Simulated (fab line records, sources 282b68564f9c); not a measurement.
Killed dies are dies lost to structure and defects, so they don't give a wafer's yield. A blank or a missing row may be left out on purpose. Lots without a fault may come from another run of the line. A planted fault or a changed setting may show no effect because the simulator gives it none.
A struck lot beside a sound one | flow rit_cmos | 17 steps out of a route of 202
Sound: wafers L307.2, L307.4, L307.6. Struck: wafers L321.2, L321.5. (L321.4 of the same lot was not struck and is left out.) The cause comes at the end.
At each step with rows: each side's tool, then ch and its chambers, then its first start. Under that, the readings that differ: sound wafers | struck wafers | difference of the means | sigmas: that difference in standard deviations of wafers without a fault.
alike: readings whose means differ by less than 2 such deviations, and words and numbers that are the same on both sides. not compared: withheld readings, readings that some wafer has no value for, bounds like >300 that may hide the same value, and numbers for which the record gives no deviation and whose values overlap.
The two part at a step that has a row with sigmas, a row that says differs or no value, or rows on one side only. Numbers that don't overlap but have no deviation are shown without sigmas and don't part them. A reading that every wafer of one side lacks parts them only if that side has two wafers or more.

first, 1 step without rows for these wafers: RIT_PSD_IMPLANT_08.
RIT_PSD_STRIP_09: strips in O2, time 180 s.
  sound on plasma_asher-02 ch 0,1, day 3 19:32; struck on plasma_asher-04 ch 0,1, day 7 07:26
  alike: drypump_motor_current_A
  not compared: rf_hours_counter_h
RIT_PSD_TW_MEAS_10:
  sound on film_metro-01, day 3 19:43; struck on film_metro-04, day 7 07:38
  alike: PSD_TW
then, 3 steps without rows for these wafers: RIT_SDANNEAL_CLEAN_00 (cleans in SC1, time 600 s); RIT_SDANNEAL_CLEAN_01 (cleans in dHF, time 30 s); RIT_SDANNEAL_CLEAN_02 (cleans in SC2, time 600 s).
RIT_SDANNEAL_RTA_03: time 5 s.
  sound on rtp_anneal-01 ch 0, day 3 20:11; struck on rtp_anneal-01 ch 0, day 7 08:03
  alike: wafer_temp_C_max
RIT_SDANNEAL_RS_MEAS_04: measures by four-point-probe.
  sound on film_metro-04, day 3 20:15; struck on film_metro-02, day 7 08:07
  alike: PSD_RS
RIT_SDANNEAL_RS_MEAS_05: measures by four-point-probe.
  sound on film_metro-04, day 3 20:22; struck on film_metro-02, day 7 08:14
  alike: NSD_RS
RIT_SDANNEAL_RS_MEAS_06: measures by four-point-probe.
  sound on film_metro-04, day 3 20:29; struck on film_metro-02, day 7 08:22
  alike: PLDD_RS
RIT_SDANNEAL_RS_MEAS_07: measures by four-point-probe.
  sound on film_metro-04, day 3 20:37; struck on film_metro-02, day 7 08:29
  alike: NLDD_RS
then, 1 step without rows for these wafers: RIT_SILICIDE_WET_ETCH_00 (etches SiO2 in BOE, target depth 14 nm, time 15 s).
RIT_SILICIDE_SPUTTER_01: material Ti, target thk 30 nm, time 246.8 s.
  sound on pvd_sputter-02, day 3 20:43; struck on pvd_sputter-04, day 7 08:35
  reading                                     | sound            | struck      | difference | sigmas
  model.Ti_of_SILICIDE_SPUTTER_01.thk_nm (nm) | 30.72 31.25 31.1 | 33.05 32.84 | +1.92      |
  alike: throttle_valve_pct
RIT_SILICIDE_RS_MEAS_02: measures by four-point-probe.
  sound on film_metro-02, day 3 20:53; struck on film_metro-03, day 7 08:46
  reading                 | sound          | struck    | difference | sigmas
  SILICIDE_TI_RS (ohm/sq) | 46.6 45.5 45.8 | 42.4 42.7 | -3.4       | -6
RIT_SILICIDE_THK_MEAS_03: measures by xrf.
  sound on film_metro-02, day 3 21:00; struck on film_metro-03, day 7 08:52
  reading              | sound          | struck    | difference | sigmas
  SILICIDE_TI_THK (nm) | 30.4 31.0 30.9 | 32.8 32.7 | +2.0       | +6
RIT_SILICIDE_RTA_04: time 10 s, ramp up 5 s, ramp down 5 s.
  sound on rtp_anneal-02 ch 0, day 3 21:04; struck on rtp_anneal-02 ch 0, day 7 08:56
  alike: wafer_temp_C_max
RIT_M1_PROBE_99:
  sound on prober-01, day 4 03:40; struck on prober-01, day 7 15:29
  reading                              | sound             | struck      | difference | sigmas
  model.etest.contact_pplus.end_ohm_um | 46.94 47.55 46.77 | 50.34 49.97 | +3.07      |
  model.etest.contact_nplus.end_ohm_um | 42.4 42.68 43.74  | 45.66 44.89 | +2.34      |
  model.etest.npoly_line.rs_ohm_sq     | 16.73 16.39 16.6  | 15.9 15.71  | -0.8       |
  model.etest.ppoly_line.rs_ohm_sq     | 16.14 15.99 15.91 | 15.3 15.46  | -0.6       |
  model.etest.npoly_sal.rs_ohm_sq      | 4.295 4.204 4.216 | 4.006 4.006 | -0.232     |
  model.etest.ppoly_sal.rs_ohm_sq      | 4.236 4.163 4.187 | 3.954 3.982 | -0.227     |
  model.etest.pplus_sal.rs_ohm_sq      | 4.246 4.182 4.212 | 3.964 3.973 | -0.245     |
  model.etest.nplus_sal.rs_ohm_sq      | 4.238 4.15 4.182  | 3.938 3.972 | -0.235     |
  alike: killed_at_front_end, killed_dies, killed_open, killed_short

WHERE THEY PART
First at RIT_SILICIDE_RS_MEAS_02; last, within this record, at RIT_SILICIDE_THK_MEAS_03. Later steps at which nothing parts them and some readings are alike: RIT_SILICIDE_RTA_04, RIT_M1_PROBE_99.

WHY: what the simulator had put in
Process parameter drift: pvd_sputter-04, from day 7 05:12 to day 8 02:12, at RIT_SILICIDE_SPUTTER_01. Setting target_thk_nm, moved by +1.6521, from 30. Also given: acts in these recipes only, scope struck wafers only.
